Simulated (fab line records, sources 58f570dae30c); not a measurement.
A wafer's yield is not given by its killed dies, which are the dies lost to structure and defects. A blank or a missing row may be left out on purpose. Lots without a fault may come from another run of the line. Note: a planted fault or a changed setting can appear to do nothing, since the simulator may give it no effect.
Comparing a struck lot with a sound one + flow berkeley cmos170 + 16 steps out of a route of 331
Sound: wafers L279.1, L279.3, L279.6. Wafers L286.1, L286.3, L286.4 were the ones struck. The cause is named last.
Order at every step that has rows: each side's tool, ch and its chambers, its first start. Under that, the readings that differ: sound wafers + struck wafers + difference of the means + sigmas: that difference in standard deviations of wafers without a fault.
alike: readings with means less than 2 such deviations apart, plus words and numbers identical on both sides. not compared: withheld readings, readings lacking a value on some wafer, bounds such as >300 that could conceal the same value, and numbers that have no deviation in the record and whose values overlap.
A row with sigmas, a row that says differs or no value, or rows on one side alone: a step with any of these is where the two part. Non-overlapping numbers with no deviation appear without sigmas and do not part them. A reading missing from all wafers of one side parts the sides only when that side holds two or more wafers.

UCB170_PWELL_THK_MEAS_03:
  sound: film metro-02 at day 4 01:25; struck: film metro-03 at day 5 13:27
  alike: PWELL_OXIDE_THK
then, 2 steps without rows for these wafers: UCB170_PWELL_ANNEAL_04 (time 900 s); UCB170_PWELL_CVD_05 (deposits Si3N4 from SiH2Cl2/NH3, target thk 220 nm, time 3300 s).
UCB170_PWELL_THK_MEAS_06:
  sound: film metro-03 at day 4 06:10; struck: film metro-04 at day 5 20:28
  alike: PWELL_NITRIDE_THK
then, 6 steps without rows for these wafers: UCB170_PWELL_HMDS_07 (prime time 60 s); UCB170_PWELL_COAT_08 (resist thk 900 nm); UCB170_PWELL_SOFTBAKE_09 (time 60 s); UCB170_PWELL_EXPOSE_10 (exposes mask PWELL, target cd 3000 nm); UCB170_PWELL_PEB_11; UCB170_PWELL_DEVELOP_12 (develop time 45 s).
UCB170_PWELL_OVL_MEAS_13:
  sound: overlay-01 at day 4 07:25; struck: overlay-02 at day 5 21:22
  alike: PWELL_OVL
UCB170_PWELL_ETCH_14: etches Si3N4 in CH3F/Ar/O2, stops on SiO2, target depth 242 nm, time 151 s.
  sound on rie diel-03 ch 0,1, day 4 07:27; struck on rie diel-04 ch 0,1,3, day 5 21:25
  alike: drypump motor current A, oes product au, throttle valve pct
  not compared: rf hours counter h
UCB170_PWELL_IMPLANT_15:
  sound on implanter-01 ch 0, day 4 07:33; struck on implanter-02 ch 0, day 5 21:49
| reading       | sound                         | struck                        | difference | sigmas |
|---------------|-------------------------------|-------------------------------|------------|--------|
| dose ions cm2 | 4.997e+12 4.995e+12 5.004e+12 | 5.013e+12 5.017e+12 5.013e+12 | +1.567e+10 | +3     |
  alike: tilt deg
UCB170_PWELL_STRIP_16: strips in O2.
  sound on plasma asher-01 ch 0,1, day 4 07:42; struck on plasma asher-01 ch 0,1, day 5 21:58
  alike: drypump motor current A, oes product au, strip time to endpoint s
  not compared: rf hours counter h
UCB170_PWELL_TW_MEAS_17:
  sound: film metro-03 at day 4 07:48; struck: film metro-04 at day 5 22:04
| reading  | sound       | struck      | difference | sigmas |
|----------|-------------|-------------|------------|--------|
| PWELL_TW | 375 371 372 | 470 466 467 | +95        | +31    |
then, 1 step without rows for these wafers: UCB170_PWELL_CLEAN_18 (cleans in SPM, time 600 s).

== WHERE THEY PART ==
At UCB170_PWELL_IMPLANT_15 first; at UCB170_PWELL_TW_MEAS_17 last (within this record only).

WHY: whatever the simulator had introduced
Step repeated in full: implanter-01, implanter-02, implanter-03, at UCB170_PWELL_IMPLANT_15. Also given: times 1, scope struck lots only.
